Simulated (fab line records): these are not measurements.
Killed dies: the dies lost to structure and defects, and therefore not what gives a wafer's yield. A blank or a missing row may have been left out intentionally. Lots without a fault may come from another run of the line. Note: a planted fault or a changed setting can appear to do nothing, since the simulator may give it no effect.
The same fault as seen by 2 desks :: flow berkeley-cmos170 :: every desk sees just its own numbers, and what lay behind them comes last

AT THE METROLOGY DESK
What the gauges read for every lot (on any tool): the sampled wafers with a number, averaged. Any lot whose mean is over 4 standard deviations away from the usual mean is out of limits and marked OUT; that distance is given in the brackets.
Columns: A = cd-nm at UCB170_M1_CD_MEAS_09, usual 700.0 nm; B = cd-nm at UCB170_V1_CD_MEAS_90, usual 700.4 nm; C = cd-nm at UCB170_M2_CD_MEAS_90, usual 700.6 nm
lot: L356
first seen here: day 8 09:55
A: 701.1
B: 702.5
C: 700.2

lot: L361
first seen here: day 9 14:38
A: 698.8
B: 699.2
C: 699.4

lot: L359
first seen here: day 9 14:43
A: 700.5
B: 702.6
C: 702.6

lot: L358
first seen here: day 9 14:53
A: 701.8
B: 699.0
C: 700.2

lot: L360
first seen here: day 9 14:59
A: 700.7
B: 699.6
C: 698.6

lot: L364
first seen here: day 9 15:13
A: 700.7
B: 698.7
C: 699.8

lot: L366
first seen here: day 10 06:18
A: 699.6
B: 700.2
C: 705.3

lot: L365
first seen here: day 10 06:32
A: 696.3
B: 701.0
C: 704.0

lot: L367
first seen here: day 10 19:14
A: 700.1
B: 699.4
C: 698.7

lot: L369
first seen here: day 10 19:19
A: 701.9
B: 702.2
C: 700.7

lot: L368
first seen here: day 11 02:04
A: 699.9
B: 700.0
C: 698.1

lot: L371
first seen here: day 11 02:56
A: 700.4
B: 697.9
C: 696.3

lot: L374
first seen here: day 12 05:34
A: 700.4
B: 700.2
C: 699.3

lot: L377
first seen here: day 12 07:19
A: 700.0
B: 696.1
C: 697.7
Finding of this desk: none of the 14 lots has anything out of limits.

TOOL OWNER'S DESK, rie-metal-02
The tool's own readings at UCB170_M2_METAL_ETCH_18 (etches Al in Cl2/BCl3, stops on SiO2, target depth 1170 nm, time 195 s): means of the sampled wafers that have a number, for each lot that ran on this tool. Any lot whose mean is over 4 standard deviations away from the usual mean is out of limits and marked OUT; that distance is given in the brackets.
Columns: A = bcl3-flow-sccm at UCB170_M2_METAL_ETCH_18, usual 45.00 sccm; B = drypump-motor-current-A at UCB170_M2_METAL_ETCH_18, usual 5.99 A; C = oes-product-au at UCB170_M2_METAL_ETCH_18, usual 0.871 a.u.; D = rf-fwd-power-W at UCB170_M2_METAL_ETCH_18, usual 597.7 W; E = throttle-valve-pct at UCB170_M2_METAL_ETCH_18, usual 24.28 %
lot: L359
first seen here: day 10 01:03
A: 45.11
B: 6.12
C: 0.879
D: 598.1
E: 24.35

lot: L366
first seen here: day 10 13:05
A: 44.96
B: 6.11
C: 0.878
D: 596.2
E: 24.37

lot: L367
first seen here: day 11 02:07
A: 45.01
B: 6.12
C: 0.883
D: 596.5
E: 24.36

lot: L371
first seen here: day 11 11:16
A: 45.04
B: 6.20
C: 0.829
D: 598.3
E: 24.40

lot: L377
first seen here: day 12 14:01
A: 45.07
B: 6.13
C: 0.852
D: 596.8
E: 24.37
Finding of this desk: none of the 5 lots has anything out of limits.

TAKEN TOGETHER
At the metrology desk, nothing out of limits was observed.
Nothing out of limits was seen by the tool owner's desk.

WHAT THE SIMULATOR HAD PUT IN
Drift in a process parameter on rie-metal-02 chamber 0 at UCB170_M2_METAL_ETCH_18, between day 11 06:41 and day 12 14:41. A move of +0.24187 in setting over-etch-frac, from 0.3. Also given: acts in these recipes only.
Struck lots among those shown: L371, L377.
